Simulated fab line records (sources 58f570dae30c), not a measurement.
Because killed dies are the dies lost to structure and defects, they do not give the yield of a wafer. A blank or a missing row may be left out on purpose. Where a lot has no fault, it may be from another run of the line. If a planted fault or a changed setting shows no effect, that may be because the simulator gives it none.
Tool commonality check | flow berkeley_cmos170 | 13 lots, 51 wafers sampled

== THE REASON FOR OPENING IT ==
UCB170_PLDD_OVL_MEAS_07, reading PLDD_OVL: flagged on 4 of 13 lots. Wafers without a fault read 4 nm, standard deviation 6.2.
Rule: a lot is flagged in two cases, either no wafer of it has a number, or all its wafers with numbers fall more than 4 standard deviations from that mean. As for the other lots, they are considered sound.

lot  | measured     | on         | PLDD_OVL (nm), wafer by wafer | flag
L580 | day 6 08:41  | overlay-01 | 13 4 10                       |
L578 | day 6 09:07  | overlay-02 | 9 9 10                        |
L577 | day 6 13:24  | overlay-02 | -2 -12 -1                     |
L581 | day 7 01:33  | overlay-01 | 292 291 296 286 292 290       | FLAGGED
L582 | day 7 13:05  | overlay-02 | 293 286 291 287 281 287       | FLAGGED
L586 | day 8 05:57  | overlay-02 | 292 286 298 294 288 293       | FLAGGED
L588 | day 8 21:15  | overlay-02 | 297 296 296 292 298 299       | FLAGGED
L590 | day 9 07:47  | overlay-01 | -11 -7 1                      |
L596 | day 9 15:08  | overlay-02 | 3 5 4                         |
L595 | day 9 15:18  | overlay-01 | 7 8 7                         |
L597 | day 10 12:04 | overlay-01 | -7 -4 -4                      |
L599 | day 10 19:58 | overlay-01 | -4 -1 0                       |
L600 | day 11 02:17 | overlay-01 | 3 7 0                         |
On average the flagged lots' numbers are 292 nm, which is +288 nm against the usual, or +46 standard deviations.

== WHICH TOOL EACH LOT WENT THROUGH ==
The record keeps 1 process step preceding the reading, out of 331 steps on the route. In each cell: the tool, then ch and the chambers that the sampled wafers went through, then the start.
lot  | flag    | UCB170_PLDD_EXPOSE_03
L580 |         | krf_scanner-01 ch 0, day 6 08:11
L578 |         | krf_scanner-02 ch 0, day 6 08:36
L577 |         | krf_scanner-02 ch 0, day 6 12:53
L581 | FLAGGED | krf_scanner-01 ch 0, day 7 00:41
L582 | FLAGGED | krf_scanner-01 ch 0, day 7 11:52
L586 | FLAGGED | krf_scanner-01 ch 0, day 8 05:18
L588 | FLAGGED | krf_scanner-01 ch 0, day 8 20:44
L590 |         | krf_scanner-02 ch 0, day 9 07:14
L596 |         | krf_scanner-02 ch 0, day 9 14:35
L595 |         | krf_scanner-02 ch 0, day 9 14:44
L597 |         | krf_scanner-02 ch 0, day 10 11:32
L599 |         | krf_scanner-02 ch 0, day 10 19:28
L600 |         | krf_scanner-02 ch 0, day 11 01:40
What is done by these steps:
- UCB170_PLDD_EXPOSE_03: exposes mask PSELECT, target cd 1200 nm.
- UCB170_PLDD_OVL_MEAS_07

== FLAGGED OVER TOTAL, TOOL BY TOOL (the gauges that took the reading come last) ==
step                    | tool           | lots run | flagged | share of the flagged lots | sound lots run after its first flagged lot
UCB170_PLDD_EXPOSE_03   | krf_scanner-01 | 5        | 4       | all                       | 0
UCB170_PLDD_EXPOSE_03   | krf_scanner-02 | 8        | 0       | none                      | -
UCB170_PLDD_OVL_MEAS_07 | overlay-01     | 7        | 1       | some                      | 5 (L590,L595,L597,L599,L600)
UCB170_PLDD_OVL_MEAS_07 | overlay-02     | 6        | 3       | some                      | 1 (L596)

== THE TABLE: WHAT IT ALLOWS ==
1 row of the table ran every flagged lot: krf_scanner-01 at UCB170_PLDD_EXPOSE_03.
- krf_scanner-01 at UCB170_PLDD_EXPOSE_03 ran 5 lots, 4 of them flagged. It ran its last sound lot, L580, at day 6 08:11 and its first flagged lot, L581, at day 7 00:41: a fault with its onset between the two fits.
What remains is a single tool, krf_scanner-01 at UCB170_PLDD_EXPOSE_03.

== WHAT HAD BEEN PUT IN BY THE SIMULATOR ==
Scanner matching overlay: krf_scanner-01, from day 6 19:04 on, at UCB170_PLDD_EXPOSE_03. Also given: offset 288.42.
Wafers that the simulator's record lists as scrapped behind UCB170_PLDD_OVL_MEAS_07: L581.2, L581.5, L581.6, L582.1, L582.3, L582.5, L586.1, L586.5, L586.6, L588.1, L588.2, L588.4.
Shown lots that were struck: L581, L582, L586, L588. The rule above found the same.
